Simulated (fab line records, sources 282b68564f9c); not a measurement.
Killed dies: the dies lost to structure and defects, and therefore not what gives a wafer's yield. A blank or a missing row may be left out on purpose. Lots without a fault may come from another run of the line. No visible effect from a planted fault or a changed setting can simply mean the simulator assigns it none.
Struck lot and sound lot, side by side -- flow ritCmos -- 16 steps out of a route of 202
Sound: these wafers, L774.1, L774.2, L774.3. The struck wafers were L779.2, L779.3, L779.4. Last of all comes the cause.
Each step with rows lists, per side, the tool, then ch with its chambers, then its first start. Under that, the readings that differ: sound wafers -- struck wafers -- difference of the means -- sigmas: that difference in standard deviations of wafers without a fault.
alike: same words and numbers on both sides, and readings whose means sit less than 2 such deviations apart. not compared: any withheld reading, any reading some wafer has no value for, any bound like >300 that may hide the same value, and any number with overlapping values for which the record gives no deviation.
Wherever a step has rows on one side only, a row that says differs or no value, or a row with sigmas, the two part there. Numbers that have no deviation but don't overlap get no sigmas and don't part them. A reading missing from all wafers of one side parts the sides only when that side holds two or more wafers.

first, 4 steps without rows for these wafers: RIT_ACTIVE_SOFTBAKE_07 (time 60 s); RIT_ACTIVE_EXPOSE_08 (exposes mask M1, target cd 1400 nm); RIT_ACTIVE_PEB_09; RIT_ACTIVE_DEVELOP_10 (develop time 50 s).
RIT_ACTIVE_CD_MEAS_11: the cd target is 1400 nm.
  sound on cdSem-01, day 2 05:34; struck on cdSem-01, day 3 06:28
  alike: cdNm
then, 1 step without rows for these wafers: RIT_ACTIVE_HARDBAKE_12 (time 60 s).
RIT_ACTIVE_ETCH_13: etches Si3N4 in SF6, stops on SiO2, time 205.4 s, target depth 210 nm.
  sound on rieDiel-01 ch 1,2,3, day 2 05:50; struck on rieDiel-02 ch 0,1,2, day 3 06:43
  alike: drypumpMotorCurrentA, oesProductAu, throttleValvePct
  not compared: rfHoursCounterH
RIT_ACTIVE_STRIP_14: strips in O2, time 180 s.
  sound on plasmaAsher-01 ch 0,1, day 2 05:58; struck on plasmaAsher-04 ch 0,1, day 3 06:50
  alike: drypumpMotorCurrentA
  not compared: rfHoursCounterH
RIT_ACTIVE_CD_MEAS_90: the cd target is 1400 nm.
  sound on cdSem-01, day 2 06:08; struck on cdSem-01, day 3 07:02
  alike: cdNm
then, 3 steps without rows for these wafers: RIT_ACTIVE_CLEAN_15 (cleans in SC1, time 600 s); RIT_ACTIVE_CLEAN_16 (cleans in dHF, time 30 s); RIT_ACTIVE_CLEAN_17 (cleans in SC2, time 600 s).
RIT_FOX1_OXIDATION_00: target thk 350.7 nm, ox time 1130 s.
  sound on furnace-04 ch 0, day 2 08:51; struck on furnace-04 ch 0, day 3 11:18
reading,sound,struck,difference,sigmas
spikeTcCentreC (C),1102.7 1102.2 1102.7,1126.9 1127.1 1126.8,+24.4,+24
spikeTcLoadC (C),1129.1 1127.5 1127.5,1152.8 1152.5 1153.3,+24.8,+21
spikeTcSourceC (C),1126.2 1125.9 1125.4,1149.7 1150.8 1150.8,+24.6,+14
tubeCenterTempC (C),1100.1 1100.1 1099.9,1125.1 1125 1125.1,+25.0,+99 or more
tube_center_temp_C_max,1102.0 1102.2 1102.6,1129.4 1128.5 1127.4,+26.2,+59
model.SiO2_of_FOX1_OXIDATION_00.thkNm (nm),349.2 346.2 347.7,386.6 383.4 381.2,+36.0,
RIT_FOX1_THK_MEAS_01:
  sound on filmMetro-04, day 2 10:10; struck on filmMetro-02, day 3 12:37
reading,sound,struck,difference,sigmas
FOX1_OXIDE_THK (nm),349 346 348,386 383 381,+36,+6
then, 1 step without rows for these wafers: RIT_FOX1_WET_ETCH_02 (etches SiO2 in BOE, target depth 350 nm, time 390 s).
RIT_M1_PROBE_99:
  sound on prober-01, day 4 02:44; struck on prober-02, day 5 10:41
reading,sound,struck,difference,sigmas
killedOpen,1 4 2,4 8 9,+5,+2
model.etest.pldd.widthNm (nm),3209 3223 3229,3158 3148 3171,-61,
model.etest.nldd.widthNm (nm),3223 3212 3210,3154 3148 3168,-58,
model.etest.nplusSal.widthNm (nm),3476 3446 3480,3418 3412 3434,-46,
model.etest.pplusSal.widthNm (nm),3480 3455 3488,3416 3426 3429,-51,
  alike: killedAtFrontEnd, killedDies, killedShort

## WHERE THEY PART
First at RIT_FOX1_OXIDATION_00; last, within this record, at RIT_M1_PROBE_99.

WHY: what the simulator had put in
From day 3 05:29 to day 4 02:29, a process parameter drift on furnace-04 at RIT_FOX1_OXIDATION_00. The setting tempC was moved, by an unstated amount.
